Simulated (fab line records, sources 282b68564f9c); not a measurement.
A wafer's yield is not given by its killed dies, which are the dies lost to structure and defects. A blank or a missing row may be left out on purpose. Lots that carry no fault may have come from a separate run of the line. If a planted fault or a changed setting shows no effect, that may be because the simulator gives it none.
What tool caused it?	flow rit-cmos	Sampling: 14 lots, 42 wafers, 6 of 202 route steps

== WHAT EACH GAUGE READ, for each wafer ==
RIT_NLDD_TW_MEAS_10. Usual: NLDD_TW typically reads 2505, with standard deviation 28.
lot	measured	on	NLDD_TW	flag
L955	day 2 19:25	film-metro-03	2558 2551 2547	
L957	day 3 08:23	film-metro-03	2561 2558 2556	
L958	day 3 11:40	film-metro-03	2542 2549 2547	
L959	day 3 19:29	film-metro-03	2548 2544 2562	
L961	day 4 06:40	film-metro-03	2548 2548 2560	
L966	day 5 08:37	film-metro-01	2484 2472 2485	
L967	day 5 17:52	film-metro-01	2477 2464 2481	
L970	day 6 18:52	film-metro-02	2494 2483 2487	
L972	day 7 05:49	film-metro-01	2476 2477 2478	
L973	day 7 12:49	film-metro-02	2497 2494 2490	
L974	day 7 20:26	film-metro-01	2482 2491 2475	
L975	day 7 20:34	film-metro-03	2544 2537 2552	
L978	day 8 09:18	film-metro-02	2480 2467 2468	
L977	day 8 09:46	film-metro-02	2485 2479 2489	

RIT_CONTACT_CD_MEAS_90: target cd 1000 nm. Usual: cd-nm 1000.4 nm, standard deviation 2.4.
lot	measured	on	cd-nm (nm)	flag
L955	day 3 06:54	cd-sem-01	997.1 997.8 998.2	
L957	day 3 19:02	cd-sem-02	1001.3 1001.1 1001.4	
L958	day 3 22:31	cd-sem-02	1003.3 1001.2 1000.4	
L959	day 4 05:50	cd-sem-02	999.2 999.4 1000.9	
L961	day 4 17:45	cd-sem-01	1001.8 1000.6 1000.6	
L966	day 5 18:41	cd-sem-02	1001.7 1000.3 1003.3	
L967	day 6 03:59	cd-sem-02	1004.6 1004.4 1004.9	
L970	day 7 05:17	cd-sem-01	1004.1 1004.3 1002.5	
L972	day 7 18:11	cd-sem-01	1003.8 1001.6 1003.4	
L973	day 8 07:20	cd-sem-01	1001.1 998.9 998.8	
L974	day 8 07:35	cd-sem-01	998.1 997.9 999.2	
L975	day 8 07:58	cd-sem-01	1002.2 1000.0 1001.1	
L978	day 8 21:02	cd-sem-02	998.6 996.9 997.3	
L977	day 8 21:47	cd-sem-02	998.9 1001.3 999.0	

RIT_M1_RS_MEAS_01: a four-point-probe measurement. Usual: M1_AL_RS typically reads 0.0731 ohm/sq, with standard deviation 0.0009.
lot	measured	on	M1_AL_RS (ohm/sq)	flag
L955	day 3 07:50	film-metro-01	0.0735 0.0738 0.0731	
L957	day 3 20:16	film-metro-01	0.0361 0.0363 0.0360	OFF
L958	day 3 23:19	film-metro-03	0.0711 0.0712 0.0710	
L959	day 4 07:05	film-metro-02	0.0361 0.0360 0.0364	OFF
L961	day 4 18:58	film-metro-01	0.0363 0.0363 0.0362	OFF
L966	day 5 19:38	film-metro-02	0.0727 0.0727 0.0730	
L967	day 6 04:45	film-metro-03	0.0734 0.0738 0.0736	
L970	day 7 06:03	film-metro-02	0.0730 0.0724 0.0726	
L972	day 7 18:57	film-metro-03	0.0736 0.0740 0.0739	
L973	day 8 08:07	film-metro-01	0.0727 0.0729 0.0722	
L974	day 8 08:22	film-metro-02	0.0735 0.0731 0.0728	
L975	day 8 08:46	film-metro-02	0.0725 0.0723 0.0730	
L978	day 8 21:50	film-metro-03	0.0735 0.0747 0.0731	
L977	day 8 22:34	film-metro-01	0.0743 0.0740 0.0750	

RIT_M1_THK_MEAS_02: measures by xrf. Usual: M1_AL_THK typically reads 404 nm, with standard deviation 5.4.
lot	measured	on	M1_AL_THK (nm)	flag
L955	day 3 07:58	film-metro-01	403 405 406	
L957	day 3 20:23	film-metro-01	813 814 817	OFF
L958	day 3 23:25	film-metro-03	415 416 414	
L959	day 4 07:13	film-metro-02	805 808 796	OFF
L961	day 4 19:04	film-metro-01	810 809 807	OFF
L966	day 5 19:45	film-metro-02	404 405 401	
L967	day 6 04:52	film-metro-03	400 398 400	
L970	day 7 06:10	film-metro-02	401 409 406	
L972	day 7 19:04	film-metro-03	399 398 396	
L973	day 8 08:14	film-metro-01	408 407 413	
L974	day 8 08:28	film-metro-02	398 401 401	
L975	day 8 08:53	film-metro-02	404 406 403	
L978	day 8 21:58	film-metro-03	401 394 403	
L977	day 8 22:41	film-metro-01	401 400 397	

== TOOL THAT RAN EACH LOT (tool first, then ch and the chambers of the sampled wafers, then the start) ==
lot	RIT_NLDD_STRIP_09	RIT_M1_SPUTTER_00
L955	plasma-asher-03 ch 0,1, day 2 19:14	pvd-sputter-03, day 3 07:33
L957	plasma-asher-02 ch 0,1, day 3 08:12	pvd-sputter-03, day 3 19:31
L958	plasma-asher-02 ch 0,1, day 3 11:29	pvd-sputter-02, day 3 22:59
L959	plasma-asher-03 ch 0,1, day 3 19:18	pvd-sputter-03, day 4 06:20
L961	plasma-asher-01 ch 0,1, day 4 06:32	pvd-sputter-03, day 4 18:11
L966	plasma-asher-01 ch 0, day 5 08:25	pvd-sputter-04, day 5 19:19
L967	plasma-asher-03 ch 0,1, day 5 17:41	pvd-sputter-02, day 6 04:27
L970	plasma-asher-02 ch 0,1, day 6 18:41	pvd-sputter-04, day 7 05:46
L972	plasma-asher-02 ch 0,1, day 7 05:37	pvd-sputter-04, day 7 18:38
L973	plasma-asher-03 ch 0,1, day 7 12:39	pvd-sputter-02, day 8 07:49
L974	plasma-asher-01 ch 0,1, day 7 20:16	pvd-sputter-03, day 8 08:02
L975	plasma-asher-02 ch 0,1, day 7 20:22	pvd-sputter-04, day 8 08:26
L978	plasma-asher-01 ch 0,1, day 8 09:07	pvd-sputter-02, day 8 21:33
L977	plasma-asher-02 ch 0,1, day 8 09:35	pvd-sputter-03, day 8 22:16
- RIT_NLDD_STRIP_09: strips in O2, time 180 s.
- RIT_M1_SPUTTER_00: material Al, target thk 400 nm, time 500 s.

== WHAT THE TOOLS THEMSELVES READ (means of the sampled wafers that have a number; where no wafer has one, the mark that the record gives instead) ==
RIT_NLDD_STRIP_09. Usual: drypump-motor-current-A 5.9 A, standard deviation 0.46.
lot	tool	drypump-motor-current-A (A)	flag
L955	plasma-asher-03	6.3	
L957	plasma-asher-02	5.6	
L958	plasma-asher-02	5.6	
L959	plasma-asher-03	6.5	
L961	plasma-asher-01	5.7	
L966	plasma-asher-01	5.4	
L967	plasma-asher-03	6.3	
L970	plasma-asher-02	5.8	
L972	plasma-asher-02	5.8	
L973	plasma-asher-03	6.3	
L974	plasma-asher-01	5.7	
L975	plasma-asher-02	5.8	
L978	plasma-asher-01	5.5	
L977	plasma-asher-02	5.6	

RIT_M1_SPUTTER_00. Usual: chamber-pressure-pa 0.4000 Pa, standard deviation 0.00083; throttle-valve-pct 29.7 %, standard deviation 0.99.
lot	tool	chamber-pressure-pa (Pa)	throttle-valve-pct (%)	flag
L955	pvd-sputter-03	0.3997	29.9	
L957	pvd-sputter-03	0.4003	30.7	
L958	pvd-sputter-02	0.3999	29.5	
L959	pvd-sputter-03	0.4004	29.1	
L961	pvd-sputter-03	0.3998	29.8	
L966	pvd-sputter-04	0.4003	30.4	
L967	pvd-sputter-02	0.3996	29.1	
L970	pvd-sputter-04	0.3989	29.9	
L972	pvd-sputter-04	0.4004	30.3	
L973	pvd-sputter-02	0.4000	29.5	
L974	pvd-sputter-03	0.3998	30.2	
L975	pvd-sputter-04	0.4006	29.9	
L978	pvd-sputter-02	0.3997	29.7	
L977	pvd-sputter-03	0.4007	29.5	

== THE ANSWER, worked out from the rows above alone ==
Rule: lot off if the mean of its wafers having a number is beyond 3 standard deviations from the usual mean. Also off: a lot with no number at a reading for which 4 or more lots have one. All remaining lots with rows at the step are treated as sound. First the gauges in route order, then the tools' own readings, where a lot's mean is used as printed above. At the first step where some lot is off, the reading lying furthest off is the one used; lots without a number count as furthest.
Off: at RIT_M1_RS_MEAS_01 (M1_AL_RS), L957, L959, L961.
A tool fits if, at a process step before that reading, it ran every lot that is off, and no sound lot after the first of them. Those tools and the gauges at RIT_M1_RS_MEAS_01 are tried in the same way. None of those tried fits.

== WHAT WAS PUT IN BY THE SIMULATOR ==
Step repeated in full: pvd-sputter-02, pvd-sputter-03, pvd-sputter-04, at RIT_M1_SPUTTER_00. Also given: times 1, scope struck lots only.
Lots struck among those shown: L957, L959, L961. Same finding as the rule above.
